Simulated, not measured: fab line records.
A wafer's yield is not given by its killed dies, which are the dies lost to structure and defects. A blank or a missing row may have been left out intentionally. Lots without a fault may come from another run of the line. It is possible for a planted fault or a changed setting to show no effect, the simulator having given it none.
A struck lot beside a sound one + flow berkeley-cmos170 + 14 steps out of a route of 331
Sound: the wafers L777.2, L777.5, L777.6. Wafers L785.1, L785.2, L785.5 were the ones struck. The cause is named last.
Per side, at each step with rows, come the tool, then ch with its chambers, and then its first start. Under that, the readings that differ: sound wafers + struck wafers + difference of the means + sigmas: that difference in standard deviations of wafers without a fault.
alike: a reading whose means differ by less than 2 such deviations, as well as words and numbers matching on both sides. not compared: withheld readings; readings where some wafer has no value; bounds like >300 that might hide an equal value; numbers whose values overlap and for which the record gives no deviation.
The two part at a step that has a row with sigmas, a row that says differs or no value, or rows on one side only. Numbers that don't overlap but have no deviation are shown without sigmas and don't part them. A reading that every wafer of one side lacks parts them only if that side has two wafers or more.

UCB170_PLDD_CD_MEAS_06 targets a cd of 1200 nm.
  sound: cd-sem-02 at day 7 21:38; struck: cd-sem-02 at day 9 03:20
  alike: cd-nm
UCB170_PLDD_OVL_MEAS_07:
  sound: overlay-01 at day 7 21:44; struck: overlay-02 at day 9 03:27
  alike: PLDD_OVL
then, 2 steps without rows for these wafers: UCB170_PLDD_IMPLANT_08; UCB170_PLDD_IMPLANT_09.
UCB170_PLDD_STRIP_10: strips in O2.
  sound on plasma-asher-02 ch 0,1, day 7 22:04; struck on plasma-asher-02 ch 0,1, day 9 03:47
| reading                      | sound             | struck            | difference | sigmas |
|------------------------------|-------------------|-------------------|------------|--------|
| strip-time-to-endpoint-s (s) | 21.75 21.81 21.76 | 21.59 21.60 21.64 | -0.16      | -2     |
  alike: drypump-motor-current-A, oes-product-au
  not compared: rf-hours-counter-h
UCB170_PLDD_TW_MEAS_11:
  sound: film-metro-03 at day 7 22:11; struck: film-metro-02 at day 9 03:53
| reading | sound          | struck       | difference | sigmas |
|---------|----------------|--------------|------------|--------|
| PLDD_TW | 1032 1031 1034 | 1001 998 994 | -35        | -3     |
then, 6 steps without rows for these wafers: UCB170_PLDD_CLEAN_12 (cleans in SPM, time 600 s); UCB170_NLDD_HMDS_00 (prime time 60 s); UCB170_NLDD_COAT_01 (resist thk 900 nm); UCB170_NLDD_SOFTBAKE_02 (time 60 s); UCB170_NLDD_EXPOSE_03 (exposes mask NSELECT, target cd 1200 nm); UCB170_NLDD_PEB_04.
UCB170_NLDD_DEVELOP_05: develop time 45 s.
  sound on litho-track-04 ch 0, day 7 23:00; struck on litho-track-02 ch 0, day 9 05:00
| reading              | sound             | struck            | difference | sigmas |
|----------------------|-------------------|-------------------|------------|--------|
| developer-temp-C (C) | 20.99 20.93 21.02 | 21.88 21.69 21.89 | +0.84      | +8     |
UCB170_NLDD_CD_MEAS_06 targets a cd of 1200 nm.
  sound: cd-sem-01 at day 8 00:03; struck: cd-sem-01 at day 9 05:35
  alike: cd-nm

== WHERE THEY PART ==
Earliest at UCB170_PLDD_STRIP_10; latest, in this record, at UCB170_NLDD_DEVELOP_05. Later steps at which nothing parts them and some readings are alike: UCB170_NLDD_CD_MEAS_06.

WHY: what the simulator had put in
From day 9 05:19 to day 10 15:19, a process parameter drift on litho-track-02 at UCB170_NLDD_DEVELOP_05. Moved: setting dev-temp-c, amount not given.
